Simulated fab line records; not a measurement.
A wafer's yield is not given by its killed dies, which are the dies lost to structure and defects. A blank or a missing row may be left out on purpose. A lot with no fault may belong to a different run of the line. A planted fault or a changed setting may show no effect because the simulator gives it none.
fab line records	flow ritCmos
record lots=6	wafers=18	lastDay=7
route steps=202 shown M1@184
lots with no fault: from the same line, run without faults
startH: the number of hours between the record's first day and the start of the first shown wafer of the lot	waitH: time in hours since the lot's previous step	" unchanged from the row above	L1.1+2: a row that stands for several wafers	- no value present, or no start provided	* or withheld: withheld	< > ~ a bound
route shown NAME@n: names a module that has steps shown in the file, with the first one's number in the route	usual: mean/standard deviation taken from wafers without a fault	same: alike in all rows	chamber/n: place in a boat	sites: the reading at each site	_std_site: the standard deviation of these	_edge_site: mean of outer sites minus mean of inner sites	radiusMm: how far each site lies from the wafer's centre	mask NAME#n: copy n	behind: the last tool/chamber to shape the wafer	hold: the reason the lot was held/the length of the hold in hours/how it ended	device: which transistor (n, p or np) failed to switch	end of line: at the end of the route, the tests of the same wafers	a step with no rows: only its recipe	killed: count of dies lost to structure and defects at first sort (not the wafer's yield)	map: per-die view of a wafer (x killed, . not killed, _ where there is no die)
set.NAME: setting as actually run; set.NAME@STEP: the setting as run at that earlier step	model.NAME: the simulator's own value behind a step, which no gauge read
lots seen at some steps along the route; tables by step, rows by wafer
services: the hour from which a tool's chamber was out of use, counted from the record's first day as startH (under 0 if before that day), plus the number of hours and why
## steps
# step RIT_M1_SPUTTER_00
# recipe material=Al	targetThkNm=400	powerW=2000	chamberPressurePa=0.4	gas=Ar	timeS=500	substrateTempC=25
# usual throttleValvePct=29.8/0.97
lot.wafer	tool	chamber	startH	waitH	throttleValvePct
L901.2	pvdSputter-02	-	139.78	0.0	30.2
L901.3	"	-	"	"	28.7
L901.6	"	-	"	"	28.9
L902.2	pvdSputter-03	-	142.92	0.0	29.6
L902.4	"	-	"	"	32.1
L902.6	"	-	"	"	30.1
L904.1	pvdSputter-02	-	151.27	0.0	28.6
L904.3	"	-	"	"	29.9
L904.4	"	-	"	"	29.7
L905.2	pvdSputter-03	-	154.75	0.0	29.7
L905.4	"	-	"	"	29.8
L905.6	"	-	"	"	32.2
L907.1	pvdSputter-01	-	163.55	0.0	28.9
L907.3	"	-	"	"	30.9
L907.4	"	-	"	"	29.8
L909.1	pvdSputter-03	-	171.41	0.0	30.2
L909.2	"	-	"	"	29.5
L909.3	"	-	"	"	32.4
# step RIT_M1_RS_MEAS_01
# recipe thkMeasGauge=four-point-probe	reads=Al_of_M1_SPUTTER_00
# usual M1_AL_RS=0.0735/0.00095
lot.wafer	tool	chamber	startH	waitH	M1_AL_RS[ohm/sq]
L901.2	filmMetro-01	-	140.09	0.2	0.0737
L901.3	"	-	"	"	0.0742
L901.6	"	-	"	"	0.0744
L902.2	filmMetro-04	-	143.24	0.2	0.0729
L902.4	"	-	"	"	0.0729
L902.6	"	-	"	"	0.0740
L904.1	filmMetro-04	-	151.57	0.1	0.0739
L904.3	"	-	"	"	0.0718
L904.4	"	-	"	"	0.0737
L905.2	filmMetro-02	-	155.06	0.2	0.0729
L905.4	"	-	"	"	0.0729
L905.6	"	-	"	"	0.0725
L907.1	filmMetro-04	-	163.84	0.1	0.0739
L907.3	"	-	"	"	0.0726
L907.4	"	-	"	"	0.0750
L909.1	filmMetro-04	-	171.71	0.1	0.0749
L909.2	"	-	"	"	0.0736
L909.3	"	-	"	"	0.0726
# step RIT_M1_THK_MEAS_02
# recipe thkMeasGauge=xrf	reads=Al_of_M1_SPUTTER_00
# usual M1_AL_THK=389/5.2
lot.wafer	tool	chamber	startH	waitH	M1_AL_THK[nm]
L901.2	filmMetro-01	-	140.20	0.1	389
L901.3	"	-	"	"	385
L901.6	"	-	"	"	383
L902.2	filmMetro-04	-	143.35	0.1	395
L902.4	"	-	"	"	392
L902.6	"	-	"	"	388
L904.1	filmMetro-04	-	151.69	0.1	382
L904.3	"	-	"	"	395
L904.4	"	-	"	"	387
L905.2	filmMetro-02	-	155.17	0.1	390
L905.4	"	-	"	"	391
L905.6	"	-	"	"	391
L907.1	filmMetro-04	-	163.96	0.1	386
L907.3	"	-	"	"	393
L907.4	"	-	"	"	380
L909.1	filmMetro-04	-	171.83	0.1	384
L909.2	"	-	"	"	389
L909.3	"	-	"	"	396
# step RIT_M1_HMDS_03
# recipe primeTimeS=60	primeTempC=140
# step RIT_M1_COAT_04
# recipe resist=NOVOLAK	spinRpm=2000	resistThkNm=1283
# step RIT_M1_SOFTBAKE_05
# recipe resist=NOVOLAK	tempC=90	timeS=60
# step RIT_M1_EXPOSE_06
# recipe maskId=M12	na=0.6	sourceShape=conventional	sigmaOuter=0.5	targetCdNm=2600	doseMj=248.4
# step RIT_M1_PEB_07
# recipe resist=NOVOLAK	tempC=withheld	timeS=withheld
# step RIT_M1_DEVELOP_08
# recipe resist=NOVOLAK	developTimeS=68	devTempC=23
# step RIT_M1_CD_MEAS_09
# recipe targetCdNm=2600
# usual cdNm=2599.4/1.7
lot.wafer	tool	chamber	startH	waitH	cdNm
L901.2	cdSem-01	-	141.45	-	2597.4
L901.3	"	-	"	"	2597.6
L901.6	"	-	"	"	2598.0
L902.2	cdSem-01	-	144.30	-	2598.6
L902.4	"	-	"	"	2602.1
L902.6	"	-	"	"	2599.1
L904.1	cdSem-01	-	152.75	-	2601.3
L904.3	"	-	"	"	2598.8
L904.4	"	-	"	"	2598.2
L905.2	cdSem-01	-	156.19	-	2601.1
L905.4	"	-	"	"	2600.2
L905.6	"	-	"	"	2598.4
L907.1	cdSem-01	-	164.95	-	2597.4
L907.3	"	-	"	"	2599.1
L907.4	"	-	"	"	2601.4
L909.1	cdSem-01	-	172.89	-	2596.4
L909.2	"	-	"	"	2598.3
L909.3	"	-	"	"	2600.5
# step RIT_M1_OVL_MEAS_10
# usual M1_OVL=-0.4/1.4
lot.wafer	tool	chamber	startH	waitH	M1_OVL[nm]
L901.2	overlay-02	-	141.56	0.1	1.1
L901.3	"	-	"	"	-0.2
L901.6	"	-	"	"	0.4
L902.2	overlay-02	-	144.40	0.1	-0.4
L902.4	"	-	"	"	-0.2
L902.6	"	-	"	"	-1.9
L904.1	overlay-01	-	152.87	0.1	-2.4
L904.3	"	-	"	"	0.8
L904.4	"	-	"	"	-0.1
L905.2	overlay-01	-	156.30	0.1	-0.2
L905.4	"	-	"	"	-2.6
L905.6	"	-	"	"	-1.6
L907.1	overlay-02	-	165.07	0.1	-2.2
L907.3	"	-	"	"	-0.7
L907.4	"	-	"	"	-0.4
L909.1	overlay-02	-	173.01	0.1	2.7
L909.2	"	-	"	"	2.1
L909.3	"	-	"	"	1.2
# step RIT_M1_HARDBAKE_11
# recipe resist=NOVOLAK	tempC=140	timeS=120
# step RIT_M1_METAL_ETCH_12
# recipe stopOn=SiO2	chemistry=Cl2/BCl3	target=Al	timeS=165	overEtchFrac=0.5	pressureMtorr=100	targetDepthA=6000	rfW=250	Cl2_flow_sccm=60	bcl3FlowSccm=50
# usual bcl3FlowSccm=49.98/0.14	drypumpMotorCurrentA=5.71/0.19	oesProductAu=0.778/0.011	overEtchFrac=0.5/0	throttleValvePct=8.27/0.14
lot.wafer	tool	chamber	startH	waitH	bcl3FlowSccm	drypumpMotorCurrentA	oesProductAu	overEtchFrac	rfHoursCounterH	throttleValvePct	model.NOVOLAK_of_M1_COAT_04.thkNm
L901.2	rieMetal-03	0	142.15	0.2	49.89	5.68	0.780	0.5	1	8.08	783
L901.3	"	1	"	"	50.05	5.39	0.781	0.5	-	8.37	808.5
L901.6	"	1	"	"	50.05	5.36	0.767	0.5	-	8.37	809.3
L902.2	rieMetal-01	1	144.68	0.2	50.02	5.81	0.767	0.5	5	8.09	800.6
L902.4	"	1	"	"	49.83	5.81	0.769	0.5	-	8.09	799.5
L902.6	"	1	"	"	50.00	5.81	0.760	0.5	-	8.07	797.9
L904.1	rieMetal-01	0	153.35	0.2	49.89	5.70	0.711	0.81159	5	8.30	722.8
L904.3	"	1	"	"	49.95	5.82	0.697	0.81159	-	8.09	742.7
L904.4	"	0	"	"	50.22	5.69	0.712	0.81159	-	8.30	724.2
L905.2	rieMetal-04	1	156.58	0.2	49.93	6.00	0.785	0.5	0	8.37	807.8
L905.4	"	1	"	"	50.23	6.01	0.780	0.5	-	8.37	807.3
L905.6	"	0	"	"	50.16	5.83	0.802	0.5	-	8.45	795.6
L907.1	rieMetal-01	0	165.35	0.2	50.03	5.67	0.708	0.81159	5	8.31	717.1
L907.3	"	0	"	"	49.93	5.68	0.710	0.81159	-	8.32	719.1
L907.4	"	1	"	"	50.00	5.80	0.675	0.81159	-	8.09	731.7
L909.1	rieMetal-03	1	173.30	0.2	50.10	5.43	0.770	0.5	2	8.37	805.7
L909.2	"	1	"	"	50.02	5.43	0.780	0.5	-	8.36	810.8
L909.3	"	1	"	"	49.94	5.42	0.790	0.5	-	8.37	810.1
# step RIT_M1_STRIP_13
# recipe chemistry=nmp	resist=NOVOLAK	tempC=80	timeS=600	dry=n2Spin
# step RIT_M1_STRIP_14
# recipe chemistry=O2	timeS=180	platenTempC=withheld	powerW=500	pressureMtorr=4000	o2FlowSccm=4000
# usual drypumpMotorCurrentA=5.9/0.41	o2FlowSccm=4000/13
lot.wafer	tool	chamber	startH	waitH	drypumpMotorCurrentA	o2FlowSccm	rfHoursCounterH
L901.2	plasmaAsher-04	0	142.48	0.0	6.2	3991	36
L901.3	"	0	"	"	6.2	4001	-
L901.6	"	0	"	"	6.2	3996	-
L902.2	plasmaAsher-01	1	145.02	0.0	6.5	4005	2
L902.4	"	0	"	"	5.4	4018	-
L902.6	"	0	"	"	5.5	4001	-
L904.1	plasmaAsher-03	1	153.70	0.0	5.7	4028	53
L904.3	"	0	"	"	5.9	3999	-
L904.4	"	1	"	"	5.6	4021	-
L905.2	plasmaAsher-01	1	156.93	0.0	6.5	4009	4
L905.4	"	1	"	"	6.5	4005	-
L905.6	"	1	"	"	6.5	4006	-
L907.1	plasmaAsher-01	0	165.71	0.0	5.4	3989	5
L907.3	"	0	"	"	5.4	4017	-
L907.4	"	1	"	"	6.5	4014	-
L909.1	plasmaAsher-04	1	173.80	0.0	5.5	3991	40
L909.2	"	0	"	"	6.2	4002	40
L909.3	"	1	"	"	5.5	3979	-
# step RIT_M1_CD_MEAS_90
# recipe targetCdNm=2600
# usual cdNm=2600.1/2.3
lot.wafer	tool	chamber	startH	waitH	hold	cdNm
L901.2	cdSem-02	-	142.68	0.1	-	2596.5
L901.3	"	-	"	"	-	2600.3
L901.6	"	-	"	"	-	2601.4
L902.2	cdSem-02	-	145.22	0.1	-	2597.1
L902.4	"	-	"	"	-	2601.3
L902.6	"	-	"	"	-	2599.9
L904.1	cdSem-02	-	153.88	0.1	-	2596.1
L904.3	"	-	"	"	-	2593.5
L904.4	"	-	"	"	-	2592.3
L905.2	cdSem-02	-	157.12	0.1	-	2603.2
L905.4	"	-	"	"	-	2602.5
L905.6	"	-	"	"	-	2598.3
L907.1	cdSem-01	-	165.88	0.1	awaitDispo/0.2h/release	2591.5
L907.3	"	-	"	"	awaitDispo/0.2h/release	2594.7
L907.4	"	-	"	"	awaitDispo/0.2h/release	2594.4
L907.1	cdSem-01	-	166.17	0.3	-	2591.7
L907.3	"	-	"	"	-	2594.9
L907.4	"	-	"	"	-	2594.6
L909.1	cdSem-02	-	173.97	0.1	-	2598.8
L909.2	"	-	"	"	-	2602.4
L909.3	"	-	"	"	-	2604.4
# step RIT_M1_PROBE_99
# usual defectLimitedYield=97.4/1.1	killed_at_M0_to_M3=0.0/0.2	killedAtFrontEnd=6.8/2.9	killedDies=6.8/2.9	killedOpen=3.3/1.9	killedShort=3.5/2	sort_bin_3_pad_short=0.1/0.21	sort_bin_5_function=1.4/0.74	sort_bin_6_memory=1.1/0.67	sortNPass=257.2/2.9	sortYieldPct=97.4/1.1
# same grossDies=264	killed_at_M4_up=0	killedAtBackSide=0	killedAtContacts=0	killedAtOther=0
lot.wafer	tool	chamber	startH	waitH	defectLimitedYield[%]	killed_at_M0_to_M3	killedAtFrontEnd	killedDies	killedOpen	killedShort	sort_bin_3_pad_short[%]	sort_bin_5_function[%]	sort_bin_6_memory[%]	sortNPass	sortYieldPct[%]	model.etest.antennaM1.vtShiftV
L901.2	prober-02	-	145.57	0.1	98.5	0	4	4	1	3	0	0	1.5	260.0	98.5	-0.01784
L901.3	prober-02	-	145.62	0.2	98.5	0	4	4	1	3	0	1.1	0.4	260.0	98.5	-0.01191
L901.6	prober-02	-	145.77	0.2	96.2	0	10	10	8	2	0	1.1	2.7	254.0	96.2	-0.01324
L902.2	prober-01	-	147.07	0.1	98.5	0	4	4	0	4	0.4	1.1	0	260.0	98.5	-0.01411
L902.4	prober-01	-	147.17	0.2	98.1	0	5	5	3	2	0	0.8	1.1	259.0	98.1	-0.01173
L902.6	prober-01	-	147.27	0.2	96.6	0	9	9	5	4	0	1.9	1.5	255.0	96.6	-0.01212
L904.1	prober-01	-	155.62	0.1	95.5	0	12	12	6	6	0.8	2.3	1.5	252.0	95.5	-0.0188
L904.3	prober-01	-	155.72	0.2	97.7	0	6	6	4	2	0	0.8	1.5	258.0	97.7	-0.01439
L904.4	prober-01	-	155.77	0.2	97.3	0	7	7	1	6	0	1.9	0.8	257.0	97.3	-0.02049
L905.2	prober-02	-	158.89	0.1	97.7	0	6	6	2	4	0.4	0.8	1.1	258.0	97.7	-0.009568
L905.4	prober-02	-	158.99	0.2	98.5	0	4	4	2	2	0	1.1	0.4	260.0	98.5	-0.01503
L905.6	prober-02	-	159.09	0.2	97.7	0	6	6	3	3	0	1.5	0.8	258.0	97.7	-0.006543
L907.1	prober-02	-	169.17	0.1	97.7	0	6	6	5	1	0.4	1.5	0.4	258.0	97.7	-
L907.3	prober-02	-	169.27	0.2	97.3	0	7	7	5	2	0.4	1.1	1.1	257.0	97.3	-
L907.4	prober-02	-	169.32	0.2	96.2	1	9	10	2	8	0.4	1.9	1.5	254.0	96.2	-
L909.1	prober-02	-	175.71	0.1	98.9	0	3	3	2	1	0	0.4	0.8	261.0	98.9	-0.01242
L909.2	prober-02	-	175.76	0.1	97.3	0	7	7	2	5	0	1.9	0.8	257.0	97.3	-0.006311
L909.3	prober-02	-	175.81	0.2	98.9	0	3	3	1	2	0	1.1	0	261.0	98.9	-0.01073
# killed by level:class
L901.2 GATE:geometricParticle:short=2 FOX2:geometricParticle:open=1 SPACER:geometricParticle:short=1
L901.3 FOX1:geometricParticle:short=1 GATE:geometricParticle:open=1 GATE:geometricParticle:short=1 SILICIDE:geometricParticle:short=1
L901.6 GATE:geometricParticle:open=5 SPACER:geometricParticle:short=2 SPACER:geometricParticle:open=2 SILICIDE:geometricParticle:open=1
L902.2 FOX2:geometricParticle:short=1 GATE:geometricParticle:short=1 SPACER:geometricParticle:short=1 SILICIDE:geometricParticle:short=1
L902.4 FOX1:geometricParticle:short=1 FOX1:geometricParticle:open=1 GATE:geometricParticle:open=1 SPACER:geometricParticle:short=1 SILICIDE:geometricParticle:open=1
L902.6 SPACER:geometricParticle:open=2 FOX1:geometricParticle:open=1 FOX2:geometricParticle:short=1 REOX:geometricParticle:open=1 SPACER:geometricParticle:short=1 SILICIDE:geometricParticle:open=1 SILICIDE:geometricParticle:short=1 STARTING-WAFER:geometricParticle:short=1
L904.1 GATE:geometricParticle:short=4 GATE:geometricParticle:open=3 FOX1:geometricParticle:open=1 FOX1:geometricParticle:short=1 FOX2:geometricParticle:open=1 SPACER:geometricParticle:short=1 SILICIDE:geometricParticle:open=1
L904.3 SPACER:geometricParticle:open=2 FOX1:geometricParticle:open=1 GATE:geometricParticle:short=1 GATE:geometricParticle:open=1 SILICIDE:geometricParticle:short=1
L904.4 GATE:geometricParticle:short=3 SILICIDE:geometricParticle:short=2 FOX2:geometricParticle:open=1 SPACER:geometricParticle:short=1
L905.2 GATE:geometricParticle:short=3 GATE:geometricParticle:open=2 SILICIDE:geometricParticle:short=1
L905.4 GATE:geometricParticle:short=1 SPACER:geometricParticle:short=1 SPACER:geometricParticle:open=1 SILICIDE:geometricParticle:open=1
L905.6 FOX1:geometricParticle:short=1 FOX1:geometricParticle:open=1 SPACER:geometricParticle:short=1 SPACER:geometricParticle:open=1 SILICIDE:geometricParticle:open=1 SILICIDE:geometricParticle:short=1
L907.1 FOX1:geometricParticle:open=3 GATE:geometricParticle:open=2 GATE:geometricParticle:short=1
L907.3 GATE:geometricParticle:short=2 GATE:geometricParticle:open=2 FOX1:geometricParticle:open=1 REOX:geometricParticle:open=1 SILICIDE:geometricParticle:open=1
L907.4 FOX1:geometricParticle:short=2 REOX:geometricParticle:short=2 SILICIDE:geometricParticle:short=2 FOX1:geometricParticle:open=1 GATE:geometricParticle:open=1 GATE:geometricParticle:short=1 M1:geometricParticle:short=1
L909.1 FOX1:geometricParticle:open=1 REOX:geometricParticle:short=1 REOX:geometricParticle:open=1
L909.2 REOX:geometricParticle:short=2 ACTIVE:geometricParticle:open=1 FOX1:geometricParticle:short=1 FOX2:geometricParticle:open=1 FOX2:geometricParticle:short=1 GATE:geometricParticle:short=1
L909.3 GATE:geometricParticle:short=1 SILICIDE:geometricParticle:open=1 SILICIDE:geometricParticle:short=1
## services
tool	chamber	startH	hours	kind
plasmaAsher-01	-	120.52	9.0	pm
plasmaAsher-01	0	120.52	9.0	ventCycle
plasmaAsher-01	1	120.52	9.0	ventCycle
plasmaAsher-01	0	129.52	-	clean
plasmaAsher-01	1	129.52	-	clean
rieMetal-04	-	136.12	20.0	pm
rieMetal-04	0	136.12	20.0	ventCycle
rieMetal-04	1	136.12	20.0	ventCycle
pvdSputter-01	-	138.30	9.8	repair
pvdSputter-02	-	155.98	2.3	repair
rieMetal-04	0	156.12	-	clean
rieMetal-04	1	156.12	-	clean
rieMetal-03	0	166.59	6.9	repair
plasmaAsher-03	-	168.17	2.4	repair
plasmaAsher-01	-	170.68	2.9	repair
## key
firstSign step=RIT_M1_METAL_ETCH_12	reading=overEtchFrac	direction=up	sigmas=99+	usual=0.5	struck=0.81159
effect step=RIT_M1_METAL_ETCH_12	reading=oesProductAu	direction=down	sigmas=6.8	usual=0.778	struck=0.702
effect step=RIT_M1_CD_MEAS_90	reading=visit	direction=added
modelEffect step=RIT_M1_METAL_ETCH_12	value=NOVOLAK_of_M1_COAT_04.thkNm	without=794.2	struck=726.3
modelEffect step=RIT_M1_PROBE_99	value=etest.antennaM1.vtShiftV	without=-0.01119	struck=-0.0179
metAt RIT_M1_METAL_ETCH_12
struckWafers L904.1,L904.3,L904.4,L907.1,L907.3,L907.4
onsetBetween 144.68 153.35
fault kind=processParameterDrift	tool=rieMetal-01	chamber=-	onsetH=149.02	steps=RIT_M1_METAL_ETCH_12	channel=overEtchFrac	offset=0.31159	shape=step	endH=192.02	stated=0.5
